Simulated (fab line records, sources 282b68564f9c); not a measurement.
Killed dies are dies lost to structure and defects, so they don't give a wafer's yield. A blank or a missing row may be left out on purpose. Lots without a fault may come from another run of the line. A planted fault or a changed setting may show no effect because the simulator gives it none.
fab line records | flow rit_cmos
record lots=14 wafers=42 last_day=7
route steps=202 shown ACTIVE@3 PWELL@47 GATE@93 SILICIDE@167 M1@202
lots that met no fault: from a run of the same line without faults
start_h: hours from the record's first day to the start of the lot's first wafer shown | wait_h: hours since the lot's step before | " the same as in the row above | L1.1+2: a row that stands for several wafers | - no value, or no start given | * or withheld: withheld | < > ~ a bound
route shown NAME@n: a module of which the file shows steps, and the number in the route of the first | usual: mean/standard deviation of fault-free wafers | same: alike in all rows | chamber/n: place in a boat | sites: the reading at each site | _std_site: their standard deviation | _edge_site: outer sites' mean less inner sites' | radius_mm: how far each site lies from the wafer's centre | mask NAME#n: copy n | behind: the tool/chamber that last shaped the wafer | hold: why the lot was held/for how many hours/how that ended | device: the transistor (n, p or np) that didn't switch | end of line: the same wafers' tests at the end of the route | a step without rows: its recipe alone | killed: dies lost to structure and defects at the first sort, not the wafer's yield | map: a wafer's dies, x killed, . not, _ none there
set.NAME: the setting as run; set.NAME@STEP: as run at that earlier step | model.NAME: the simulator's own value behind a step, which no gauge read
steps of the route over a sample of lots; a table a step, a row a wafer
services: from which hour (start_h, from the record's first day; less than 0 if before it) a tool's chamber was out of use, for how many hours, and why
## steps
# step RIT_ACTIVE_THK_MEAS_02
# recipe reads=SiO2_of_ACTIVE_OXIDATION_01
# usual ACTIVE_OXIDE_THK=42.8/0.87
# columns lot.wafer tool chamber start_h wait_h ACTIVE_OXIDE_THK[nm]
L935.2 film_metro-02 - 17.12 0.0 40.7
L935.4 " - " " 41.7
L935.6 " - " " 41.7
L936.3 film_metro-03 - 17.13 0.0 42.2
L936.4 " - " " 42.1
L936.5 " - " " 43.3
L937.3 film_metro-04 - 23.55 0.0 43.1
L937.4 " - " " 43.1
L937.6 " - " " 42.7
L938.1 film_metro-02 - 29.39 0.0 43.7
L938.2 " - " " 43.7
L938.3 " - " " 44.3
L940.1 film_metro-02 - 37.59 0.0 42.3
L940.3 " - " " 42.6
L940.5 " - " " 42.4
L941.3 film_metro-04 - 42.87 0.0 44.2
L941.4 " - " " 44.3
L941.5 " - " " 44.0
L942.1 film_metro-03 - 49.11 0.0 43.6
L942.2 " - " " 43.1
L942.5 " - " " 42.9
L943.1 film_metro-04 - 52.55 0.0 43.0
L943.3 " - " " 42.0
L943.6 " - " " 42.8
L944.2 film_metro-03 - 57.48 0.0 43.0
L944.3 " - " " 42.9
L944.4 " - " " 42.8
L948.3 film_metro-03 - 78.68 0.0 42.5
L948.4 " - " " 42.8
L948.6 " - " " 42.9
L950.1 film_metro-03 - 87.90 0.0 42.8
L950.5 " - " " 42.1
L950.6 " - " " 42.0
L952.2 film_metro-03 - 98.02 0.0 42.6
L952.3 " - " " 43.3
L952.5 " - " " 42.7
L954.4 film_metro-04 - 109.42 0.0 41.8
L954.5 " - " " 41.9
L954.6 " - " " 41.7
L957.4 film_metro-04 - 122.29 0.0 42.2
L957.5 " - " " 42.0
L957.6 " - " " 42.3
# step RIT_PWELL_IMPLANT_08
# recipe species=B energy_kev=170 dose_cm2=7e+13 tilt_deg=7
# usual dose_ions_cm2=7.002e+13/6.6e+10 faraday_current_uA=222/4.3
# columns lot.wafer tool chamber start_h wait_h dose_ions_cm2 faraday_current_uA
L935.2 implanter-04 0 31.36 0.2 7.018e+13 222
L935.4 " 0 " " 7.004e+13 232
L935.6 " 0 " " 6.999e+13 219
L936.3 implanter-02 0 31.65 0.2 7.005e+13 220
L936.4 " 0 " " 6.996e+13 225
L936.5 " 0 " " 6.999e+13 226
L937.3 implanter-03 0 39.63 0.2 7.013e+13 218
L937.4 " 0 " " 6.998e+13 227
L937.6 " 0 " " 7e+13 221
L938.1 implanter-02 0 41.28 0.2 6.995e+13 221
L938.2 " 0 " " 7.002e+13 222
L938.3 " 0 " " 7.011e+13 217
L940.1 implanter-03 0 50.62 0.2 6.995e+13 224
L940.3 " 0 " " 7e+13 224
L940.5 " 0 " " 7.007e+13 216
L941.3 implanter-02 0 55.61 0.2 7.003e+13 224
L941.4 " 0 " " 6.994e+13 224
L941.5 " 0 " " 6.992e+13 230
L942.1 implanter-02 0 62.64 0.2 6.999e+13 227
L942.2 " 0 " " 6.999e+13 218
L942.5 " 0 " " 7.012e+13 219
L944.2 implanter-03 0 70.21 0.2 7.004e+13 220
L944.3 " 0 " " 7.011e+13 226
L944.4 " 0 " " 7.008e+13 231
L943.1 implanter-02 0 70.28 0.2 5.524e+13 175
L943.3 " 0 " " 5.525e+13 179
L943.6 " 0 " " 5.526e+13 181
L948.3 implanter-02 0 88.94 0.2 5.528e+13 175
L948.4 " 0 " " 5.529e+13 177
L948.6 " 0 " " 5.532e+13 169
L950.1 implanter-03 0 103.96 0.2 7.004e+13 220
L950.5 " 0 " " 6.998e+13 227
L950.6 " 0 " " 6.988e+13 221
L952.2 implanter-04 0 111.33 0.2 7.001e+13 223
L952.3 " 0 " " 6.994e+13 217
L952.5 " 0 " " 6.995e+13 229
L954.4 implanter-03 0 121.58 0.2 7.004e+13 221
L954.5 " 0 " " 7.011e+13 222
L954.6 " 0 " " 7.006e+13 220
L957.4 implanter-04 0 135.85 0.2 7.009e+13 234
L957.5 " 0 " " 6.999e+13 212
L957.6 " 0 " " 6.996e+13 227
# step RIT_PWELL_TW_MEAS_10
# usual PWELL_TW=951/6.8
# columns lot.wafer tool chamber start_h wait_h PWELL_TW
L935.2 film_metro-01 - 31.67 0.1 955
L935.4 " - " " 960
L935.6 " - " " 956
L936.3 film_metro-04 - 31.95 0.1 947
L936.4 " - " " 952
L936.5 " - " " 952
L937.3 film_metro-01 - 39.92 0.1 957
L937.4 " - " " 959
L937.6 " - " " 960
L938.1 film_metro-04 - 41.60 0.1 949
L938.2 " - " " 942
L938.3 " - " " 940
L940.1 film_metro-04 - 50.94 0.1 943
L940.3 " - " " 943
L940.5 " - " " 947
L941.3 film_metro-04 - 55.90 0.1 940
L941.4 " - " " 946
L941.5 " - " " 952
L942.1 film_metro-04 - 62.96 0.1 945
L942.2 " - " " 940
L942.5 " - " " 945
L944.2 film_metro-01 - 70.52 0.1 961
L944.3 " - " " 960
L944.4 " - " " 957
L943.1 film_metro-02 - 70.60 0.1 888
L943.3 " - " " 883
L943.6 " - " " 887
L948.3 film_metro-02 - 89.24 0.1 882
L948.4 " - " " 881
L948.6 " - " " 881
L950.1 film_metro-04 - 104.29 0.1 947
L950.5 " - " " 948
L950.6 " - " " 951
L952.2 film_metro-04 - 111.64 0.1 944
L952.3 " - " " 942
L952.5 " - " " 942
L954.4 film_metro-02 - 121.86 0.1 948
L954.5 " - " " 953
L954.6 " - " " 951
L957.4 film_metro-01 - 136.13 0.1 956
L957.5 " - " " 963
L957.6 " - " " 953
# step RIT_WELLDRIVE_RS_MEAS_02
# recipe thk_meas_gauge=four-point-probe
# usual PWELL_RS=429.1/1.2
# columns lot.wafer tool chamber start_h wait_h PWELL_RS[ohm/sq]
L935.2 film_metro-04 - 39.23 0.1 430.8
L935.4 " - " " 429.7
L935.6 " - " " 431.3
L936.3 film_metro-01 - 39.25 0.1 429.2
L936.4 " - " " 428.6
L936.5 " - " " 429.4
L937.3 film_metro-04 - 45.59 0.1 428.9
L937.4 " - " " 428.4
L937.6 " - " " 430.2
L938.1 film_metro-04 - 48.06 0.1 429.1
L938.2 " - " " 428.6
L938.3 " - " " 428.8
L940.1 film_metro-02 - 56.21 0.1 428.6
L940.3 " - " " 431.0
L940.5 " - " " 429.8
L941.3 film_metro-02 - 62.90 0.1 428.9
L941.4 " - " " 426.8
L941.5 " - " " 426.8
L942.1 film_metro-04 - 68.90 0.1 427.1
L942.2 " - " " 428.5
L942.5 " - " " 427.0
L944.2 film_metro-01 - 75.79 0.1 429.3
L944.3 " - " " 429.1
L944.4 " - " " 428.7
L943.1 film_metro-01 - 77.26 0.1 497.2
L943.3 " - " " 498.0
L943.6 " - " " 497.5
L948.3 film_metro-01 - 95.16 0.1 499.9
L948.4 " - " " 501.5
L948.6 " - " " 500.1
L950.1 film_metro-02 - 110.58 0.1 427.1
L950.5 " - " " 426.4
L950.6 " - " " 426.6
L952.2 film_metro-04 - 117.41 0.1 428.9
L952.3 " - " " 429.2
L952.5 " - " " 428.4
L954.4 film_metro-01 - 128.44 0.1 429.7
L954.5 " - " " 428.8
L954.6 " - " " 431.1
L957.4 film_metro-04 - 142.43 0.1 429.8
L957.5 " - " " 429.0
L957.6 " - " " 429.9
# step RIT_GATE_OVL_MEAS_17
# usual GATE_OVL=0.8/1.4
# columns lot.wafer tool chamber start_h wait_h GATE_OVL[nm]
L935.2 overlay-01 - 50.08 0.1 0.1
L935.4 " - " " 0.0
L935.6 " - " " 1.8
L936.3 overlay-02 - 52.08 0.1 -2.2
L936.4 " - " " 2.2
L936.5 " - " " 0.8
L937.3 overlay-01 - 53.90 0.1 0.9
L937.4 " - " " 0.0
L937.6 " - " " -0.6
L938.1 overlay-01 - 58.40 0.1 -1.8
L938.2 " - " " 0.1
L938.3 " - " " -0.5
L940.1 overlay-01 - 67.59 0.1 -0.5
L940.3 " - " " -3.0
L940.5 " - " " -0.6
L941.3 overlay-02 - 71.46 0.1 1.5
L941.4 " - " " 2.1
L941.5 " - " " 3.0
L942.1 overlay-01 - 82.78 0.1 -0.1
L942.2 " - " " 1.1
L942.5 " - " " 2.1
L944.2 overlay-01 - 84.39 0.1 -0.3
L944.3 " - " " 0.5
L944.4 " - " " 0.3
L943.1 overlay-02 - 86.00 0.1 0.0
L943.3 " - " " 0.1
L943.6 " - " " -1.6
L948.3 overlay-01 - 108.12 0.1 -1.6
L948.4 " - " " 0.4
L948.6 " - " " 0.0
L950.1 overlay-01 - 120.26 0.1 1.1
L950.5 " - " " 0.4
L950.6 " - " " 0.3
L952.2 overlay-02 - 126.79 0.1 -0.1
L952.3 " - " " 1.9
L952.5 " - " " 1.9
L954.4 overlay-02 - 136.43 0.1 2.2
L954.5 " - " " 1.9
L954.6 " - " " 3.1
L957.4 overlay-02 - 151.23 0.1 1.1
L957.5 " - " " 0.8
L957.6 " - " " 0.0
# step RIT_SILICIDE_RTA_06
# recipe temp_c=750 time_s=10 idle_temp_c=25 ramp_up_s=5 ramp_down_s=10 cool_to_c=25 ambient=N2
# usual wafer_temp_C_max=753.7/0.71
# columns lot.wafer tool chamber start_h wait_h wafer_temp_C_max
L935.2 rtp_anneal-01 0 65.40 0.0 754.2
L935.4 " 0 " " 754.5
L935.6 " 0 " " 753.8
L936.3 rtp_anneal-01 0 68.12 0.0 754.8
L936.4 " 0 " " 753.7
L936.5 " 0 " " 753.0
L937.3 rtp_anneal-01 0 68.58 0.0 754.0
L937.4 " 0 " " 753.1
L937.6 " 0 " " 752.8
L938.1 rtp_anneal-02 0 73.22 0.0 752.7
L938.2 " 0 " " 754.4
L938.3 " 0 " " 754.1
L940.1 rtp_anneal-02 0 81.26 0.0 753.0
L940.3 " 0 " " 753.8
L940.5 " 0 " " 753.8
L941.3 rtp_anneal-01 0 85.00 0.0 753.4
L941.4 " 0 " " 753.1
L941.5 " 0 " " 753.2
L942.1 rtp_anneal-02 0 96.18 0.0 754.1
L942.2 " 0 " " 753.8
L942.5 " 0 " " 753.9
L944.2 rtp_anneal-01 0 98.57 0.0 753.6
L944.3 " 0 " " 754.2
L944.4 " 0 " " 754.2
L943.1 rtp_anneal-02 0 102.72 0.0 754.6
L943.3 " 0 " " 753.8
L943.6 " 0 " " 754.1
L948.3 rtp_anneal-02 0 122.33 0.0 753.1
L948.4 " 0 " " 753.5
L948.6 " 0 " " 753.7
L950.1 rtp_anneal-02 0 134.05 0.0 753.2
L950.5 " 0 " " 754.1
L950.6 " 0 " " 753.7
L952.2 rtp_anneal-02 0 142.47 0.0 754.0
L952.3 " 0 " " 754.2
L952.5 " 0 " " 752.7
L954.4 rtp_anneal-02 0 150.81 0.0 752.2
L954.5 " 0 " " 753.3
L954.6 " 0 " " 752.7
L957.4 rtp_anneal-01 0 165.98 0.0 754.1
L957.5 " 0 " " 753.9
L957.6 " 0 " " 754.7
# step RIT_M1_PROBE_99
# usual killed_at_contacts=0.1/0.23 killed_at_front_end=6.6/2.8 killed_dies=6.6/2.8 killed_open=3.3/2 killed_short=3.2/1.7
# same gross_dies=264 killed_at_M0_to_M3=0 killed_at_M4_up=0 killed_at_back_side=0 killed_at_other=0
# columns lot.wafer tool chamber start_h wait_h killed_at_contacts killed_at_front_end killed_dies killed_open killed_short
L935.2 prober-02 - 72.59 0.1 0 4 4 2 2
L935.4 prober-02 - 72.69 0.2 0 6 6 3 3
L935.6 prober-02 - 72.79 0.2 0 3 3 3 0
L936.3 prober-01 - 75.01 0.2 0 4 4 1 3
L936.4 prober-01 - 75.06 0.2 0 3 3 2 1
L936.5 prober-01 - 75.11 0.2 0 7 7 3 4
L937.3 prober-02 - 76.51 0.2 0 4 4 1 3
L937.4 prober-02 - 76.56 0.2 0 2 2 2 0
L937.6 prober-02 - 76.66 0.2 0 5 5 3 2
L938.1 prober-01 - 79.68 0.1 1 8 9 3 6
L938.2 prober-01 - 79.73 0.1 0 2 2 2 0
L938.3 prober-01 - 79.78 0.2 0 4 4 4 0
L940.1 prober-01 - 89.24 0.1 0 3 3 1 2
L940.3 prober-01 - 89.34 0.2 0 6 6 4 2
L940.5 prober-01 - 89.44 0.2 0 8 8 2 6
L941.3 prober-02 - 91.85 0.2 0 4 4 0 3
L941.4 prober-02 - 91.90 0.2 0 7 7 4 3
L941.5 prober-02 - 91.95 0.2 0 13 13 6 6
L942.1 prober-01 - 102.93 0.1 0 6 6 3 3
L942.2 prober-01 - 102.98 0.1 0 5 5 3 2
L942.5 prober-01 - 103.13 0.2 0 9 9 5 4
L944.2 prober-02 - 105.06 0.1 0 6 6 3 3
L944.3 prober-02 - 105.11 0.2 0 10 10 4 6
L944.4 prober-02 - 105.16 0.2 0 7 7 3 4
L943.1 prober-01 - 109.18 0.1 0 1 1 1 0
L943.3 prober-01 - 109.28 0.2 0 7 7 2 4
L943.6 prober-01 - 109.43 0.2 0 5 5 1 4
L948.3 prober-01 - 128.85 0.2 0 3 3 1 2
L948.4 prober-01 - 128.90 0.2 0 10 10 3 7
L948.6 prober-01 - 129.00 0.2 0 7 7 2 5
L950.1 prober-01 - 140.70 0.1 0 7 7 5 2
L950.5 prober-01 - 140.90 0.2 0 3 3 2 1
L950.6 prober-01 - 140.95 0.2 0 6 6 3 2
L952.2 prober-01 - 149.22 0.1 0 1 1 0 1
L952.3 prober-01 - 149.27 0.2 0 5 5 3 2
L952.5 prober-01 - 149.37 0.2 1 4 5 3 2
L954.4 prober-01 - 157.76 0.2 0 7 7 4 2
L954.5 prober-01 - 157.81 0.2 0 6 6 2 4
L954.6 prober-01 - 157.86 0.2 0 6 6 5 1
L957.4 prober-02 - 173.09 0.2 0 9 9 5 4
L957.5 prober-02 - 173.14 0.2 0 7 7 4 3
L957.6 prober-02 - 173.19 0.2 0 6 6 3 3
# killed by level:class
L935.2 REOX:geometric_particle:open=2 GATE:geometric_particle:short=1 SPACER:geometric_particle:short=1
L935.4 SPACER:geometric_particle:short=2 FOX1:geometric_particle:open=1 GATE:geometric_particle:open=1 SPACER:geometric_particle:open=1 GATE:geometric_particle:short=1
L935.6 SPACER:geometric_particle:open=2 FOX1:geometric_particle:open=1
L936.3 FOX1:geometric_particle:open=1 FOX1:geometric_particle:short=1 FOX2:geometric_particle:short=1 GATE:geometric_particle:short=1
L936.4 ACTIVE:geometric_particle:open=1 GATE:geometric_particle:short=1 SPACER:geometric_particle:open=1
L936.5 SPACER:geometric_particle:short=3 GATE:geometric_particle:open=2 FOX2:geometric_particle:open=1 SILICIDE:geometric_particle:short=1
L937.3 GATE:geometric_particle:short=2 GATE:geometric_particle:open=1 SPACER:geometric_particle:short=1
L937.4 GATE:geometric_particle:open=1 SPACER:geometric_particle:open=1
L937.6 GATE:geometric_particle:open=2 GATE:geometric_particle:short=1 SPACER:geometric_particle:short=1 SPACER:geometric_particle:open=1
L938.1 FOX2:geometric_particle:short=2 FOX1:geometric_particle:short=1 GATE:geometric_particle:short=1 GATE:geometric_particle:open=1 REOX:geometric_particle:open=1 SPACER:geometric_particle:short=1 SILICIDE:geometric_particle:short=1 CONTACT:geometric_particle:open=1
L938.2 REOX:geometric_particle:open=1 SPACER:geometric_particle:open=1
L938.3 REOX:geometric_particle:open=2 ACTIVE:geometric_particle:open=1 SILICIDE:geometric_particle:open=1
L940.1 GATE:geometric_particle:short=2 FOX1:geometric_particle:open=1
L940.3 GATE:geometric_particle:open=2 SILICIDE:geometric_particle:open=2 FOX1:geometric_particle:short=1 GATE:geometric_particle:short=1
L940.5 GATE:geometric_particle:short=3 SILICIDE:geometric_particle:short=2 GATE:geometric_particle:open=1 REOX:geometric_particle:open=1 REOX:geometric_particle:short=1
L941.3 FOX1:geometric_particle:short=2 REOX:geometric_particle:short=1 ACTIVE:coat_microbubble_printed=1
L941.4 FOX1:geometric_particle:short=2 FOX2:geometric_particle:open=2 FOX1:geometric_particle:open=1 SPACER:geometric_particle:short=1 SILICIDE:geometric_particle:open=1
L941.5 FOX1:geometric_particle:open=5 GATE:geometric_particle:short=3 FOX1:geometric_particle:short=1 GATE:geometric_particle:open=1 SPACER:geometric_particle:short=1 SILICIDE:geometric_particle:short=1 ACTIVE:coat_microbubble_printed=1
L942.1 GATE:geometric_particle:open=2 FOX1:geometric_particle:short=1 FOX2:geometric_particle:short=1 GATE:geometric_particle:short=1 SILICIDE:geometric_particle:open=1
L942.2 GATE:geometric_particle:open=3 GATE:geometric_particle:short=2
L942.5 GATE:geometric_particle:open=3 GATE:geometric_particle:short=2 FOX1:geometric_particle:short=1 FOX1:geometric_particle:open=1 SILICIDE:geometric_particle:open=1 SILICIDE:geometric_particle:short=1
L944.2 GATE:geometric_particle:short=3 GATE:geometric_particle:open=2 SPACER:geometric_particle:open=1
L944.3 GATE:geometric_particle:short=3 REOX:geometric_particle:open=2 SPACER:geometric_particle:open=2 REOX:geometric_particle:short=1 SPACER:geometric_particle:short=1 SILICIDE:geometric_particle:short=1
L944.4 GATE:geometric_particle:short=2 REOX:geometric_particle:open=2 FOX1:geometric_particle:short=1 GATE:geometric_particle:open=1 REOX:geometric_particle:short=1
L943.1 FOX2:geometric_particle:open=1
L943.3 FOX1:geometric_particle:short=2 FOX1:geometric_particle:open=1 REOX:geometric_particle:short=1 SPACER:geometric_particle:open=1 SILICIDE:geometric_particle:short=1 PSD:coat_microbubble_printed=1
L943.6 GATE:geometric_particle:short=2 SILICIDE:geometric_particle:short=2 REOX:geometric_particle:open=1
L948.3 FOX1:geometric_particle:open=1 FOX1:geometric_particle:short=1 GATE:geometric_particle:short=1
L948.4 GATE:geometric_particle:short=3 FOX1:geometric_particle:short=2 ACTIVE:geometric_particle:short=1 GATE:geometric_particle:open=1 REOX:geometric_particle:short=1 REOX:geometric_particle:open=1 SPACER:geometric_particle:open=1
L948.6 SPACER:geometric_particle:short=2 FOX1:geometric_particle:open=1 FOX1:geometric_particle:short=1 FOX2:geometric_particle:open=1 GATE:geometric_particle:short=1 REOX:geometric_particle:short=1
L950.1 GATE:geometric_particle:open=3 GATE:geometric_particle:short=2 SPACER:geometric_particle:open=1 SILICIDE:geometric_particle:open=1
L950.5 FOX1:geometric_particle:open=1 FOX1:geometric_particle:short=1 GATE:geometric_particle:open=1
L950.6 REOX:geometric_particle:open=2 GATE:geometric_particle:short=1 REOX:geometric_particle:short=1 SPACER:geometric_particle:open=1 NSD:coat_microbubble_printed=1
L952.2 REOX:geometric_particle:short=1
L952.3 FOX1:geometric_particle:short=1 REOX:geometric_particle:open=1 REOX:geometric_particle:short=1 SPACER:geometric_particle:open=1 SILICIDE:geometric_particle:open=1
L952.5 FOX1:geometric_particle:open=1 GATE:geometric_particle:short=1 REOX:geometric_particle:short=1 SPACER:geometric_particle:open=1 CONTACT:geometric_particle:open=1
L954.4 FOX1:geometric_particle:open=3 FOX2:geometric_particle:short=1 GATE:geometric_particle:short=1 REOX:geometric_particle:open=1 PRETRO:coat_microbubble_printed=1
L954.5 FOX1:geometric_particle:short=1 GATE:geometric_particle:open=1 GATE:geometric_particle:short=1 REOX:geometric_particle:short=1 SPACER:geometric_particle:short=1 SILICIDE:geometric_particle:open=1
L954.6 FOX1:geometric_particle:open=3 SILICIDE:geometric_particle:open=2 GATE:geometric_particle:short=1
L957.4 GATE:geometric_particle:open=3 GATE:geometric_particle:short=3 FOX2:geometric_particle:open=1 REOX:geometric_particle:open=1 REOX:geometric_particle:short=1
L957.5 GATE:geometric_particle:short=2 REOX:geometric_particle:open=2 GATE:geometric_particle:open=1 REOX:geometric_particle:short=1 SILICIDE:geometric_particle:open=1
L957.6 GATE:geometric_particle:open=2 GATE:geometric_particle:short=1 REOX:geometric_particle:open=1 REOX:geometric_particle:short=1 SPACER:geometric_particle:short=1
## services
# columns tool chamber start_h hours kind
implanter-02 - 50.90 1.8 repair
implanter-04 - 64.07 4.5 pm
implanter-03 - 84.67 9.6 repair
implanter-02 - 92.01 0.8 repair
implanter-04 - 103.79 3.2 pm
implanter-04 - 113.03 1.0 repair
implanter-03 - 132.72 8.4 repair
implanter-04 - 143.78 0.8 repair
implanter-03 - 157.67 4.2 pm
## key
first_sign step=RIT_PWELL_IMPLANT_08 reading=dose_ions_cm2 direction=down sigmas=99+ usual=7.002e+13 struck=5.527e+13
effect step=RIT_PWELL_IMPLANT_08 reading=faraday_current_uA direction=down sigmas=11 usual=222 struck=176
effect step=RIT_PWELL_TW_MEAS_10 reading=PWELL_TW direction=down sigmas=9.9 usual=951 struck=884
effect step=RIT_WELLDRIVE_RS_MEAS_02 reading=PWELL_RS direction=up sigmas=60 usual=429.1 struck=499.0
met_at RIT_PWELL_IMPLANT_08
struck_lots L943,L948
tester_left_out L943,L948
not_acting_at RIT_ACTIVE_THK_MEAS_02,RIT_GATE_OVL_MEAS_17,RIT_SILICIDE_RTA_06
onset_between 62.64 70.28
fault kind=process_parameter_drift tool=implanter-02 chamber=- onset_h=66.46 steps=RIT_PWELL_IMPLANT_08 channel=dose_cm2 offset=-1.47e+13 shape=step end_h=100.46 acts_in=these_recipes_only stated=7e+13
# tester_left_out: of these lots the tester's yield and bins aren't shown, on N5 and GAA mostly nor the transistor test; their killed dies are dies lost to structure and defects alone, not to doping, threshold or leakage, so they don't give the yield
